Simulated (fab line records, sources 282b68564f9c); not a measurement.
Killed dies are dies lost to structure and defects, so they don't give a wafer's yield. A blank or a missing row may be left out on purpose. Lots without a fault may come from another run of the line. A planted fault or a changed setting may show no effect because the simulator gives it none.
A struck lot beside a sound one | flow rit_cmos | 33 steps out of a route of 202
Sound: wafers L177.1, L177.2, L177.3. Struck: wafers L183.1, L183.2, L183.4. The cause comes at the end.
At each step with rows: each side's tool, then ch and its chambers, then its first start. Under that, the readings that differ: sound wafers | struck wafers | difference of the means | sigmas: that difference in standard deviations of wafers without a fault.
alike: readings whose means differ by less than 2 such deviations, and words and numbers that are the same on both sides. not compared: withheld readings, readings that some wafer has no value for, bounds like >300 that may hide the same value, and numbers for which the record gives no deviation and whose values overlap.
The two part at a step that has a row with sigmas, a row that says differs or no value, or rows on one side only. Numbers that don't overlap but have no deviation are shown without sigmas and don't part them. A reading that every wafer of one side lacks parts them only if that side has two wafers or more.

first, 6 steps without rows for these wafers: RIT_CONTACT_HMDS_02 (prime time 60 s); RIT_CONTACT_COAT_03 (resist thk 1000 nm); RIT_CONTACT_SOFTBAKE_04 (time 60 s); RIT_CONTACT_EXPOSE_05 (exposes mask M11, target cd 1000 nm); RIT_CONTACT_PEB_06; RIT_CONTACT_DEVELOP_07 (develop time 120 s).
RIT_CONTACT_CD_MEAS_08: target cd 1000 nm.
  sound on cd_sem-01, day 5 16:50; struck on cd_sem-01, day 6 22:08
  alike: cd_nm
RIT_CONTACT_OVL_MEAS_09:
  sound on overlay-01, day 5 16:57; struck on overlay-01, day 6 22:16
  reading          | sound          | struck      | difference | sigmas
  CONTACT_OVL (nm) | -2.1 -1.4 -0.5 | 3.1 0.6 1.8 | +3.2       | +3
then, 1 step without rows for these wafers: RIT_CONTACT_HARDBAKE_10 (time 60 s).
RIT_CONTACT_ETCH_11: etches SiO2 in CHF3/CF4/Ar, stops on TiSi2, target depth 480 nm, time 320 s.
  sound on rie_diel-02 ch 1,2,3, day 5 17:08; struck on rie_diel-02 ch 2,3, day 6 22:26
  alike: drypump_motor_current_A, mfc_ar_sccm, oes_product_au, throttle_valve_pct
  not compared: rf_hours_counter_h
RIT_CONTACT_STRIP_12: strips in O2, time 180 s.
  sound on plasma_asher-01 ch 0,1, day 5 17:20; struck on plasma_asher-03 ch 0,1, day 6 22:38
  alike: drypump_motor_current_A
  not compared: rf_hours_counter_h
RIT_CONTACT_CD_MEAS_90: target cd 1000 nm.
  sound on cd_sem-02, day 5 17:31; struck on cd_sem-01, day 6 22:49
  alike: cd_nm
RIT_CONTACT_CLEAN_13: cleans in SC1, time 600 s.
  sound on wet_bench-03 ch 2, day 5 17:38; struck on wet_bench-02 ch 0, day 6 22:56
then, 1 step without rows for these wafers: RIT_CONTACT_CLEAN_14 (cleans in SC2, time 600 s).
RIT_M1_SPUTTER_00: material Al, target thk 400 nm, time 500 s.
  sound on pvd_sputter-04, day 5 17:59; struck on pvd_sputter-04, day 6 23:28
  alike: throttle_valve_pct
RIT_M1_RS_MEAS_01: measures by four-point-probe.
  sound on film_metro-04, day 5 18:16; struck on film_metro-01, day 6 23:45
  reading           | sound                | struck               | difference | sigmas
  M1_AL_RS (ohm/sq) | 0.0751 0.0748 0.0755 | 0.0726 0.0735 0.0727 | -0.0022    | -3
RIT_M1_THK_MEAS_02: measures by xrf.
  sound on film_metro-04, day 5 18:23; struck on film_metro-01, day 6 23:52
  alike: M1_AL_THK
then, 6 steps without rows for these wafers: RIT_M1_HMDS_03 (prime time 60 s); RIT_M1_COAT_04 (resist thk 1300 nm); RIT_M1_SOFTBAKE_05 (time 60 s); RIT_M1_EXPOSE_06 (exposes mask M12, target cd 2600 nm); RIT_M1_PEB_07; RIT_M1_DEVELOP_08 (develop time 68 s).
RIT_M1_CD_MEAS_09: target cd 2600 nm.
  sound on cd_sem-02, day 5 19:28; struck on cd_sem-01, day 7 00:56
  alike: cd_nm
RIT_M1_OVL_MEAS_10:
  sound on overlay-02, day 5 19:35; struck on overlay-01, day 7 01:04
  alike: M1_OVL
then, 1 step without rows for these wafers: RIT_M1_HARDBAKE_11 (time 120 s).
RIT_M1_METAL_ETCH_12: etches Al in Cl2/BCl3, stops on SiO2, time 165 s, target depth 600 nm.
  sound on rie_metal-03 ch 0,1, day 5 19:52; struck on rie_metal-04 ch 0,1, day 7 01:20
  alike: drypump_motor_current_A, oes_product_au, throttle_valve_pct
  not compared: rf_hours_counter_h
then, 1 step without rows for these wafers: RIT_M1_STRIP_13 (strips in nmp, time 600 s).
RIT_M1_STRIP_14: strips in O2, time 180 s.
  sound on plasma_asher-02 ch 0,1, day 5 20:12; struck on plasma_asher-02 ch 0,1, day 7 01:52
  alike: drypump_motor_current_A
  not compared: rf_hours_counter_h
RIT_M1_CD_MEAS_90: target cd 2600 nm.
  sound on cd_sem-01, day 5 20:23; struck on cd_sem-01, day 7 02:02
  alike: cd_nm
then, 1 step without rows for these wafers: RIT_M1_ANNEAL_15 (time 1800 s).
RIT_M1_BOW_MEAS_16:
  sound on film_metro-03, day 5 22:23; struck on film_metro-01, day 7 04:29
  alike: M1_BOW
RIT_M1_PROBE_99:
  sound on prober-01, day 5 22:31; struck on prober-01, day 7 04:37
  reading            | sound  | struck   | difference | sigmas
  killed_at_contacts | 0 0 0  | 36 39 32 | +36        | +99 or more
  killed_dies        | 5 6 11 | 41 46 33 | +33        | +12
  alike: killed_at_front_end, killed_on_rim, killed_open, killed_short

WHERE THEY PART
First at RIT_CONTACT_OVL_MEAS_09; last, within this record, at RIT_M1_PROBE_99.

WHY: what the simulator had put in
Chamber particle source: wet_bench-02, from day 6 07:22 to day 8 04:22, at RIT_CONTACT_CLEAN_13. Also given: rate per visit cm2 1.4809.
